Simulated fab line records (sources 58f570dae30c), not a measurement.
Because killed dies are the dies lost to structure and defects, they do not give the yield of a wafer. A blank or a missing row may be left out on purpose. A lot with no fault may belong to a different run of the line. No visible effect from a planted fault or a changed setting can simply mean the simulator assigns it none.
A sampling plan put to the test | flow berkeleyCmos170 | one fab line, 9 faults that these records tell of, each judged on the records of the lots that it struck
The plan consists of the line's own looks: route steps at which the wafer is read by a gauge or an inspection but not changed. Where struck wafers have a number at a look and the file lists that look's usual mean and standard deviation on fault-free wafers, the look can be judged. Caught: at a look after the fault's first step, the mean of the struck wafers lies 4 or more of those standard deviations (sigma) from the usual mean. On the tool: the fault's steps, tested the same way using the tool's own readings. If the struck wafers alone have a blank record, or they carry another recipe, that too counts as caught.

## THE FAULTS, as the simulator had put them in
1. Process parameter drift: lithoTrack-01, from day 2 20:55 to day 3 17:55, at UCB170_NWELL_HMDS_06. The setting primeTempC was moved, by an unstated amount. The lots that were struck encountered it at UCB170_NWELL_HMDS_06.
2. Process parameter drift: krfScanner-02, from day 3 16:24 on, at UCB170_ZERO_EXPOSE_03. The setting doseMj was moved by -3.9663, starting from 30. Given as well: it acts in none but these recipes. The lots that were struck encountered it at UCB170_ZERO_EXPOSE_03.
3. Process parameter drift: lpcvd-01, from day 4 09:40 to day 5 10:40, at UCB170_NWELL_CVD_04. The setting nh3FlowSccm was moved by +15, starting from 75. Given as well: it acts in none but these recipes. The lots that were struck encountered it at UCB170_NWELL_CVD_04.
4. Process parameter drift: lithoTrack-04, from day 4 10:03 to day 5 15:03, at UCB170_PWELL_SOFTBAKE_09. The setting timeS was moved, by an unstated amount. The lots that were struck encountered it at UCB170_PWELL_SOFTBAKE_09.
5. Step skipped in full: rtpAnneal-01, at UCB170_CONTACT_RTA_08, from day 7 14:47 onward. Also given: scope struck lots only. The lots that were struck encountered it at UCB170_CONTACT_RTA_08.
6. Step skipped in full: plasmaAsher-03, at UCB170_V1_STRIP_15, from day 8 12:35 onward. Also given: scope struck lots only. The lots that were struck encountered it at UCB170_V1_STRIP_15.
7. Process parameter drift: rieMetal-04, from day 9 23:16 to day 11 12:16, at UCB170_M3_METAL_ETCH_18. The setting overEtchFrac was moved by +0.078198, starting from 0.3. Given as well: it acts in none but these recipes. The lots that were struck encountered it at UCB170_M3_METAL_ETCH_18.
8. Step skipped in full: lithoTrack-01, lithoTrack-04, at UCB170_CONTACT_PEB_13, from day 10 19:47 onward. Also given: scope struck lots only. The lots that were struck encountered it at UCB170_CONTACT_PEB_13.
9. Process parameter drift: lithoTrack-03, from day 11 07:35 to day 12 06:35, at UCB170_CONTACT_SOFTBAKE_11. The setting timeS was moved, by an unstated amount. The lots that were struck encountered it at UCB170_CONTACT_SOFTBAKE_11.

## WHAT THE PLAN SAW
fault | on the tool itself                               | first look that catches it                   | reading, sigma        | median hours from its first step to that look | hours from the fault's start to the first struck lot there | judged looks passed uncaught
1     | primeTempC -54 sigma                             | not the one look that can be judged after it | -                     | -                                             | -                                                          | 1
2     | exposureDoseMJCm2 -99 or beyond sigma            | not the one look that can be judged after it | -                     | -                                             | -                                                          | 1
3     | nh3FlowSccm +64 sigma                            | UCB170_NWELL_THK_MEAS_05                     | NWELL_NITRIDE_THK +18 | 2.0                                           | 0                                                          | 0
4     | heaterPowerTotalW +29 sigma                      | no look after it can be judged               | -                     | -                                             | -                                                          | 0
5     | the tool's record is blank for the struck wafers | no look after it can be judged               | -                     | -                                             | -                                                          | 0
6     | the tool's record is blank for the struck wafers | no look after it can be judged               | -                     | -                                             | -                                                          | 0
7     | only faintly: oesProductAu -2.3 sigma            | no look after it can be judged               | -                     | -                                             | -                                                          | 0
8     | the tool's record is blank for the struck wafers | no look after it can be judged               | -                     | -                                             | -                                                          | 0
9     | runLengthS +23 sigma                             | no look after it can be judged               | -                     | -                                             | -                                                          | 0
Dash: fault not caught, or number not given in these records.

Caught at a look: 1 of 9. Caught on the tool: 8 of 9. By one or the other: 8 of 9.
Faults 1, 2, 4, 5, 6, 8, 9 were caught on the tool alone.
Caught by neither: fault 7.

## THINNER SAMPLING
If the look that catches a fault measured only every second or every third lot, by lot number, the first struck lot would be measured this late in the worst case:
fault | struck lots at that look, in order of time | every lot | every second lot | every third lot
3     | L772, L773, L776                           | 0 h       | 4 h              | may miss all 3
Hours: fault start to first struck lot measured. Since the struck wafers were tested as one group against 4 sigma, a single lot by itself may lie under the limit. Other struck lots may not be in these records.

## THE LONGEST TIMED WAY FROM STEP TO LOOK
For fault 3, UCB170_NWELL_CVD_04 and UCB170_NWELL_THK_MEAS_05 are separated by a median of 2.0 hours. No look between them can be judged.
